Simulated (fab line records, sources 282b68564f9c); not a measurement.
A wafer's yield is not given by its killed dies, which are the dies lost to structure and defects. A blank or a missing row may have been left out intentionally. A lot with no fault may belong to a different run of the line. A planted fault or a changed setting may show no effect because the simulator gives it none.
Split-lot trial || flow rit_cmos || 19 wafers read from 5 lots, route of 202 steps

THE SPLIT ITSELF
At RIT_SPACER_ETCHBACK_05 (etches Si3N4 in SF6/CHF3, stops on SiO2, target depth 250 nm, time 240 s), the setting time_s was moved away from the recipe's 240 s on 7 of the 19 wafers read, by -13.7% to -6.6%. For the rest of the wafers, this setting stayed at what the recipe calls for.

There is no step in the file separating the split from the reading.

THE READING
etest.nmos_0p15.r_on_ohm_um (the simulator's own value, which no gauge read), at RIT_M1_PROBE_99. There is no usual value for it anywhere in the file. Here, 12 wafers ran the recipe; their average is 1114.8 with a standard deviation of 47.

{"wafer": "L077.3", "tool, chamber at the split": "rie_diel-04, 2", "time_s as run, s": 207, "against the recipe": "-13.7%", "etest.nmos_0p15.r_on_ohm_um": 922.2, "against lot-mates on the recipe": "no lot-mate on the recipe"}
{"wafer": "L077.5", "tool, chamber at the split": "rie_diel-04, 2", "time_s as run, s": 207, "against the recipe": "-13.7%", "etest.nmos_0p15.r_on_ohm_um": 932, "against lot-mates on the recipe": "no lot-mate on the recipe"}
{"wafer": "L079.1", "tool, chamber at the split": "rie_diel-01, 1", "time_s as run, s": 240, "against the recipe": "recipe", "etest.nmos_0p15.r_on_ohm_um": 1152, "against lot-mates on the recipe": "-"}
{"wafer": "L079.2", "tool, chamber at the split": "rie_diel-01, 0", "time_s as run, s": 240, "against the recipe": "recipe", "etest.nmos_0p15.r_on_ohm_um": 1171, "against lot-mates on the recipe": "-"}
{"wafer": "L079.3", "tool, chamber at the split": "rie_diel-01, 3", "time_s as run, s": 240, "against the recipe": "recipe", "etest.nmos_0p15.r_on_ohm_um": 1117, "against lot-mates on the recipe": "-"}
{"wafer": "L079.4", "tool, chamber at the split": "rie_diel-01, 2", "time_s as run, s": 240, "against the recipe": "recipe", "etest.nmos_0p15.r_on_ohm_um": 1127, "against lot-mates on the recipe": "-"}
{"wafer": "L079.5", "tool, chamber at the split": "rie_diel-01, 2", "time_s as run, s": 240, "against the recipe": "recipe", "etest.nmos_0p15.r_on_ohm_um": 1107, "against lot-mates on the recipe": "-"}
{"wafer": "L080.1", "tool, chamber at the split": "rie_diel-02, 1", "time_s as run, s": 240, "against the recipe": "recipe", "etest.nmos_0p15.r_on_ohm_um": 1031, "against lot-mates on the recipe": "-"}
{"wafer": "L080.2", "tool, chamber at the split": "rie_diel-02, 0", "time_s as run, s": 216.3, "against the recipe": "-9.9%", "etest.nmos_0p15.r_on_ohm_um": 912.2, "against lot-mates on the recipe": -117.8}
{"wafer": "L080.5", "tool, chamber at the split": "rie_diel-02, 0", "time_s as run, s": 240, "against the recipe": "recipe", "etest.nmos_0p15.r_on_ohm_um": 1029, "against lot-mates on the recipe": "-"}
{"wafer": "L080.6", "tool, chamber at the split": "rie_diel-02, 1", "time_s as run, s": 216.3, "against the recipe": "-9.9%", "etest.nmos_0p15.r_on_ohm_um": 920.3, "against lot-mates on the recipe": -109.7}
{"wafer": "L081.1", "tool, chamber at the split": "rie_diel-04, 2", "time_s as run, s": 224.1, "against the recipe": "-6.6%", "etest.nmos_0p15.r_on_ohm_um": 999, "against lot-mates on the recipe": -93.0}
{"wafer": "L081.2", "tool, chamber at the split": "rie_diel-04, 0", "time_s as run, s": 240, "against the recipe": "recipe", "etest.nmos_0p15.r_on_ohm_um": 1069, "against lot-mates on the recipe": "-"}
{"wafer": "L081.3", "tool, chamber at the split": "rie_diel-04, 3", "time_s as run, s": 224.1, "against the recipe": "-6.6%", "etest.nmos_0p15.r_on_ohm_um": 1047, "against lot-mates on the recipe": -45.0}
{"wafer": "L081.5", "tool, chamber at the split": "rie_diel-04, 0", "time_s as run, s": 224.1, "against the recipe": "-6.6%", "etest.nmos_0p15.r_on_ohm_um": 1005, "against lot-mates on the recipe": -87.0}
{"wafer": "L081.6", "tool, chamber at the split": "rie_diel-04, 3", "time_s as run, s": 240, "against the recipe": "recipe", "etest.nmos_0p15.r_on_ohm_um": 1115, "against lot-mates on the recipe": "-"}
{"wafer": "L082.1", "tool, chamber at the split": "rie_diel-04, 0", "time_s as run, s": 240, "against the recipe": "recipe", "etest.nmos_0p15.r_on_ohm_um": 1136, "against lot-mates on the recipe": "-"}
{"wafer": "L082.4", "tool, chamber at the split": "rie_diel-04, 1", "time_s as run, s": 240, "against the recipe": "recipe", "etest.nmos_0p15.r_on_ohm_um": 1164, "against lot-mates on the recipe": "-"}
{"wafer": "L082.5", "tool, chamber at the split": "rie_diel-04, 1", "time_s as run, s": 240, "against the recipe": "recipe", "etest.nmos_0p15.r_on_ohm_um": 1159, "against lot-mates on the recipe": "-"}

FIT RESULTS
A straight line over all 19 wafers: etest.nmos_0p15.r_on_ohm_um changes by +15.5 for each +1% of time_s; r = +0.88; the points scatter about the line by 44.
The same after taking each lot's own level away (the mean of its wafers on the recipe; 17 wafers): +11.4 for each +1%; r = +0.92; scatter 19.
According to that fit, moving time_s by its largest amount changes the reading by 1.6e+02.
Across the lots, their own levels run from 1030.00 to 1153.00, a range of 2.6 times the standard deviation given above.
Hence the slope depends on the lot-to-lot level, as the two fits are not the same.
Check: -111 against its lot-mates is what the line predicts for one of the wafers moved furthest among these (-9.9%) when that wafer is left out of the fit. Against them it came out at -118.

THE OTHER SPLITS THESE WAFERS WENT THROUGH
These wafers also went through other splits before the reading. Each is held against what the fit with the lots' levels taken away leaves over:
{"other split on the same wafers": "RIT_ACTIVE_CVD_03 sih2cl2_flow_sccm", "wafers away from the commonest value": 11, "r with etest.nmos_0p15.r_on_ohm_um (lot level and that fit taken away)": -0.01}
{"other split on the same wafers": "RIT_FOX2_OXIDATION_00 ox_time_s", "wafers away from the commonest value": 14, "r with etest.nmos_0p15.r_on_ohm_um (lot level and that fit taken away)": "+0.01"}
{"other split on the same wafers": "RIT_NWELL_IMPLANT_08 energy_kev", "wafers away from the commonest value": 8, "r with etest.nmos_0p15.r_on_ohm_um (lot level and that fit taken away)": "+0.17"}
{"other split on the same wafers": "RIT_PWELL_IMPLANT_08 dose_cm2", "wafers away from the commonest value": 8, "r with etest.nmos_0p15.r_on_ohm_um (lot level and that fit taken away)": "+0.43"}
{"other split on the same wafers": "RIT_NRETRO_COAT_01 resist_thk_nm", "wafers away from the commonest value": 8, "r with etest.nmos_0p15.r_on_ohm_um (lot level and that fit taken away)": -0.08}
{"other split on the same wafers": "RIT_GATE_CLEAN_02 time_s", "wafers away from the commonest value": 14, "r with etest.nmos_0p15.r_on_ohm_um (lot level and that fit taken away)": "+0.00"}
{"other split on the same wafers": "RIT_GATE_CVD_08 temp_c", "wafers away from the commonest value": 6, "r with etest.nmos_0p15.r_on_ohm_um (lot level and that fit taken away)": "+0.01"}
{"other split on the same wafers": "RIT_GATE_ETCH_19 time_s", "wafers away from the commonest value": 7, "r with etest.nmos_0p15.r_on_ohm_um (lot level and that fit taken away)": "+0.27"}
{"other split on the same wafers": "RIT_REOX_OXIDATION_03 ox_time_s", "wafers away from the commonest value": 9, "r with etest.nmos_0p15.r_on_ohm_um (lot level and that fit taken away)": -0.01}
{"other split on the same wafers": "RIT_PLDD_COAT_01 spin_rpm", "wafers away from the commonest value": 8, "r with etest.nmos_0p15.r_on_ohm_um (lot level and that fit taken away)": "+0.07"}

THE WHOLE CHAIN: every reading that the file lists as answering this split, in the file's order
{"step": "RIT_SPACER_ETCHBACK_05", "what it does": "etches Si3N4 in SF6/CHF3, stops on SiO2, target depth 250 nm, time 240 s", "reading": "Si3N4_of_SPACER_CVD_03.thk_nm (the simulator's own value, which no gauge read)", "change (the file's fit)": "-0.561 nm for each +1% of the setting", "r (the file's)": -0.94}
{"step": "RIT_M1_PROBE_99", "what it does": "", "reading": "etest.nmos_0p15.r_on_ohm_um (the simulator's own value, which no gauge read)", "change (the file's fit)": "+11.5 for each +1% of the setting", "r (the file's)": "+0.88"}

THE FILE'S OWN FIT
etest.nmos_0p15.r_on_ohm_um changes by +11.5 for each +1% of time_s, r = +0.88.
